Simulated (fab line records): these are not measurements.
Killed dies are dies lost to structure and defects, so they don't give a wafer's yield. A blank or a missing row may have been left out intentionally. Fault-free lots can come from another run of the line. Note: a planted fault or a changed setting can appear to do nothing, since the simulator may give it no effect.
Matching of chambers | flow berkeley_cmos170 | rie_diel-02 running UCB170_NWELL_ETCH_13: 4 sister chambers
The step etches Si3N4 in CH3F/Ar/O2, stops on SiO2, target depth 246.4 nm, time 154 s. 8 wafers are shown with their chamber, then 8 later ones without.

== WAFERS PAIRED WITH THEIR CHAMBERS ==
wafer  | chamber | drypump_motor_current_A (A) | throttle_valve_pct (%)
L305.6 | 3       | 5.6                         | 8.00
L306.3 | 0       | 5.3                         | 8.27
L308.1 | 0       | 5.3                         | 8.27
L308.3 | 3       | 5.6                         | 7.98
L313.2 | 2       | 6.2                         | 7.76
L313.4 | 2       | 6.2                         | 7.74
L313.5 | 1       | 6.2                         | 7.96
L318.2 | 1       | 6.1                         | 7.97

== WAFERS WITH NO CHAMBER GIVEN ==
wafer  | drypump_motor_current_A (A) | throttle_valve_pct (%)
L318.3 | 6.2                         | 7.75
L318.5 | 6.2                         | 7.97
L322.2 | 5.3                         | 8.26
L322.4 | 5.6                         | 7.99
L322.6 | 5.3                         | 8.25
L323.1 | 6.2                         | 7.96
L323.4 | 6.1                         | 7.94
L323.6 | 5.3                         | 8.26

== THE CHAMBER EACH PASSED THROUGH ==
wafer  | from the rows above | in truth
L318.3 | 2                   | 2
L318.5 | 1                   | 1
L322.2 | 0                   | 0
L322.4 | 3                   | 3
L322.6 | 0                   | 0
L323.1 | 1                   | 1
L323.4 | 1                   | 1
L323.6 | 0                   | 0
8 of 8 placed correctly. Number that these rows cannot place: 0. 0 placed wrongly.
How it was worked out, from the rows above alone: a wafer's distance from a chamber is the root of the sum, over the readings, of the square of ((its reading less the chamber's mean) divided by the reading's scatter). The wafer belongs to the nearest chamber; if the next one is less than 2 further off, it can't be placed. The mean given for a chamber averages the wafers shown for that chamber. The scatter is the square root of a quotient: the sum, over the shown wafers, of each reading's squared deviation from its chamber's mean, divided by wafers minus chambers.
